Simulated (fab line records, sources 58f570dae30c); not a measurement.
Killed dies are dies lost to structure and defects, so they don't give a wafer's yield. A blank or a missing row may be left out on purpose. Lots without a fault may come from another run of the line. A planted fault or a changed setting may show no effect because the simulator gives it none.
Which tool did it? | flow berkeley_cmos170 | 7 lots, 21 wafers sampled, at 2 steps of a route of 331

WHAT THE GAUGES READ, wafer by wafer
UCB170_SDANNEAL_RS_MEAS_04: measures by four-point-probe.
lot  | measured     | on            | PLDD_RS (ohm/sq)
L625 | day 8 03:04  | film_metro-02 | 1030.3 1034.2 1036.2
L628 | day 8 11:46  | film_metro-04 | 1031.6 1031.4 1025.5
L632 | day 9 11:20  | film_metro-02 | 1009.1 1010.8 1014.1 1011.1 1012.1 1014.0
L635 | day 9 20:58  | film_metro-04 | 1029.3 1029.8 1028.9
L636 | day 10 14:01 | film_metro-03 | 1010.8 1014.4 1014.5 1014.3 1014.9 1012.1
L640 | day 11 05:37 | film_metro-04 | 1031.1 1028.7 1031.3
L644 | day 12 01:44 | film_metro-03 | 1032.3 1029.5 1032.5

WHICH TOOL RAN EACH LOT (tool, then ch and the chambers of the sampled wafers, then the start)
lot  | UCB170_PLDD_IMPLANT_08
L625 | implanter-01 ch 0, day 7 09:13
L628 | implanter-01 ch 0, day 7 21:57
L632 | implanter-01 ch 0, day 8 18:59
L635 | implanter-03 ch 0, day 9 06:51
L636 | implanter-01 ch 0, day 10 01:15
L640 | implanter-03 ch 0, day 10 15:07
L644 | implanter-04 ch 0, day 11 13:20
- UCB170_PLDD_IMPLANT_08

THE ANSWER, worked out from the rows above alone
Rule: what is usual is taken from the lots themselves. Put in order of their means at a reading, lots are off if they are a third of the lots or fewer, leave a main group of 4 or more, and stand apart from it by a gap of 3 or more times the standard deviation of the main group's means; of several such gaps the widest counts. A main group whose means are all the same, to the digits that the tables above print for the reading, isn't used. A lot without any number at a reading at which 4 lots or more have one is off too. The other lots that the step has rows for count as sound.
Off: L632, L636, at UCB170_SDANNEAL_RS_MEAS_04 (PLDD_RS). The main group: mean 1030.8 ohm/sq, standard deviation 1.6.
A tool fits if, at a process step before that reading, it ran every lot that is off, and no sound lot after the first of them. The gauges at UCB170_SDANNEAL_RS_MEAS_04 are tried like those tools. One fits: implanter-01 at UCB170_PLDD_IMPLANT_08. Its last sound lot is L628 (day 7 21:57), its first lot that is off L632 (day 8 18:59): a fault that began between those two fits.

WHAT THE SIMULATOR HAD PUT IN
Process parameter drift: implanter-01, from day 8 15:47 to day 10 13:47, at UCB170_PLDD_IMPLANT_08. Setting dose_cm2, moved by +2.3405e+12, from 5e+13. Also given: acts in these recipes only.
Lots struck among those shown: L632, L636. The rule above found the same.
